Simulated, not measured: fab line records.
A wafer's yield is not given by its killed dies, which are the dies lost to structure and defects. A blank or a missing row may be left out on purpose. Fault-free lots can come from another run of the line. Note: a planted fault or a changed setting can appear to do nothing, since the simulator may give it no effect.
One fault seen from 2 desks ; flow berkeley_cmos170 ; each desk has only its own numbers; what lay behind them comes last

## AT THE METROLOGY DESK
Lot by lot, what the gauges showed, no matter which tool ran the lot: averages of those sampled wafers that carry a number. Marked OUT: a lot whose mean sits more than 4 standard deviations from the usual mean, which makes it out of limits; the brackets give that distance.
Columns: A = CONTACT_PSG_THK at UCB170_CONTACT_THK_MEAS_02, usual 701 nm; B = cd_nm at UCB170_CONTACT_CD_MEAS_15, usual 700.6 nm; C = CONTACT_OVL at UCB170_CONTACT_OVL_MEAS_16, usual 4 nm
lot;first seen here;A;B;C
L451;day 9 13:41;693;699.9;-1
L450;day 9 13:56;707;701.0;3
L454;day 10 14:44;699;701.4;2
L458;day 11 00:55;709;697.8;6
L464;day 12 16:50;699;700.8;3
L466;day 13 12:06;695;701.0;-1
This desk's verdict: no lot among the 6 shows anything out of limits.

## FOR THE TOOL OWNER'S DESK: litho_track-04
The tool's own readings at UCB170_CONTACT_COAT_10 (resist thk 900 nm): means of the sampled wafers that have a number, for each lot that ran on this tool. Marked OUT: a lot whose mean sits more than 4 standard deviations from the usual mean, which makes it out of limits; the brackets give that distance.
Columns: A = dispense_pressure_kPa at UCB170_CONTACT_COAT_10, usual 50.5 kPa; B = spin_speed_rpm at UCB170_CONTACT_COAT_10, usual 1500.0 rpm
lot;first seen here;A;B
L450;day 9 14:00;48.2;1498.7
L454;day 10 15:00;48.2;1401.7 (-99 or more) OUT
L458;day 11 02:00;48.2;1401.5 (-99 or more) OUT
This desk's verdict: out of limits on L454, L458, starting with L454 at day 10 15:00 (spin_speed_rpm at UCB170_CONTACT_COAT_10). L450: within limits.

## TAKEN TOGETHER
On L454, L458, at day 10 15:00, an alarm was possible from the tool owner's desk.
Nothing out of limits was seen by the metrology desk.
The metrology desk holds a record of L454, L458, inside its limits.
On litho_track-04, each named lot ran UCB170_CONTACT_COAT_10.

## WHAT THE SIMULATOR PUT IN
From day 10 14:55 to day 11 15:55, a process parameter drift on litho_track-04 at UCB170_CONTACT_COAT_10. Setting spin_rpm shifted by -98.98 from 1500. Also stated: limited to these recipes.
Shown lots that were struck: L454, L458.
Time in hours from fault onset to the first out-of-limits reading at each desk: the tool owner's desk, 0.
